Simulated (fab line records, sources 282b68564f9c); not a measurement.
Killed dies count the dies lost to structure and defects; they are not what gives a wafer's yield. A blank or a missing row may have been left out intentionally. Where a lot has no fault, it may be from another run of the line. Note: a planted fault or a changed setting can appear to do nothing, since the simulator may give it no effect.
Chamber matching :: flow rit-cmos :: RIT_GATE_ETCH_19 on rie-si-01: 3 sister chambers
The step etches poly-Si in SF6/CHF3/O2, stops on SiO2, time 165 s, target depth 312.5 nm. 14 wafers are shown with their chamber, then 5 later ones without.

== WAFERS, EACH WITH ITS CHAMBER ==
wafer: L150.1
chamber: 3
drypump-motor-current-A (A): 4.7
throttle-valve-pct (%): 10.08
oes-product-au (a.u.): 0.842

wafer: L150.4
chamber: 1
drypump-motor-current-A (A): 6.5
throttle-valve-pct (%): 10.33
oes-product-au (a.u.): 0.868

wafer: L150.6
chamber: 1
drypump-motor-current-A (A): 6.4
throttle-valve-pct (%): 10.31
oes-product-au (a.u.): 0.864

wafer: L152.2
chamber: 1
drypump-motor-current-A (A): 6.5
throttle-valve-pct (%): 10.33
oes-product-au (a.u.): 0.860

wafer: L152.4
chamber: 2
drypump-motor-current-A (A): 5.0
throttle-valve-pct (%): 10.03
oes-product-au (a.u.): 0.849

wafer: L152.5
chamber: 2
drypump-motor-current-A (A): 5.0
throttle-valve-pct (%): 10.03
oes-product-au (a.u.): 0.862

wafer: L154.1
chamber: 3
drypump-motor-current-A (A): 4.7
throttle-valve-pct (%): 10.07
oes-product-au (a.u.): 0.843

wafer: L154.4
chamber: 1
drypump-motor-current-A (A): 6.5
throttle-valve-pct (%): 10.31
oes-product-au (a.u.): 0.861

wafer: L154.5
chamber: 3
drypump-motor-current-A (A): 4.7
throttle-valve-pct (%): 10.06
oes-product-au (a.u.): 0.846

wafer: L156.3
chamber: 3
drypump-motor-current-A (A): 4.7
throttle-valve-pct (%): 10.07
oes-product-au (a.u.): 0.855

wafer: L156.4
chamber: 2
drypump-motor-current-A (A): 5.0
throttle-valve-pct (%): 10.01
oes-product-au (a.u.): 0.863

wafer: L156.5
chamber: 3
drypump-motor-current-A (A): 4.7
throttle-valve-pct (%): 10.07
oes-product-au (a.u.): 0.851

wafer: L168.2
chamber: 2
drypump-motor-current-A (A): 5.0
throttle-valve-pct (%): 10.05
oes-product-au (a.u.): 0.857

wafer: L168.3
chamber: 3
drypump-motor-current-A (A): 4.7
throttle-valve-pct (%): 10.06
oes-product-au (a.u.): 0.837

SIGNATURES (means of the wafers above)
reading: drypump-motor-current-A
chamber 1: 6.475
chamber 2: 5.000
chamber 3: 4.700
scatter within a chamber: 0.0261

reading: throttle-valve-pct
chamber 1: 10.3200
chamber 2: 10.0300
chamber 3: 10.0683
scatter within a chamber: 0.0116

reading: oes-product-au
chamber 1: 0.86325
chamber 2: 0.85775
chamber 3: 0.84567
scatter within a chamber: 0.00582
Rule: a wafer's distance from a chamber is the root of the sum, over the readings, of the square of ((its reading less the chamber's mean) divided by the reading's scatter). If the next closest chamber is less than 2 further off than the closest, the wafer can't be placed; otherwise it belongs to the closest. The scatter: the root of (the sum of the squares of (reading less its chamber's mean) over the shown wafers, divided by (wafers less chambers)).

== WAFERS WITHOUT THEIR CHAMBER ==
wafer: L168.6
drypump-motor-current-A (A): 4.7
throttle-valve-pct (%): 10.07
oes-product-au (a.u.): 0.844

wafer: L171.3
drypump-motor-current-A (A): 6.5
throttle-valve-pct (%): 10.33
oes-product-au (a.u.): 0.868

wafer: L171.4
drypump-motor-current-A (A): 4.7
throttle-valve-pct (%): 10.07
oes-product-au (a.u.): 0.851

wafer: L171.6
drypump-motor-current-A (A): 5.0
throttle-valve-pct (%): 10.05
oes-product-au (a.u.): 0.858

wafer: L172.3
drypump-motor-current-A (A): 5.0
throttle-valve-pct (%): 10.04
oes-product-au (a.u.): 0.857

== WHICH CHAMBER EACH WENT THROUGH ==
wafer: L168.6
from the rows above: 3
in truth: 3

wafer: L171.3
from the rows above: 1
in truth: 1

wafer: L171.4
from the rows above: 3
in truth: 3

wafer: L171.6
from the rows above: 2
in truth: 2

wafer: L172.3
from the rows above: 2
in truth: 2
Correctly placed: 5 of 5. From these rows, 0 cannot be placed. 0 placed wrongly.
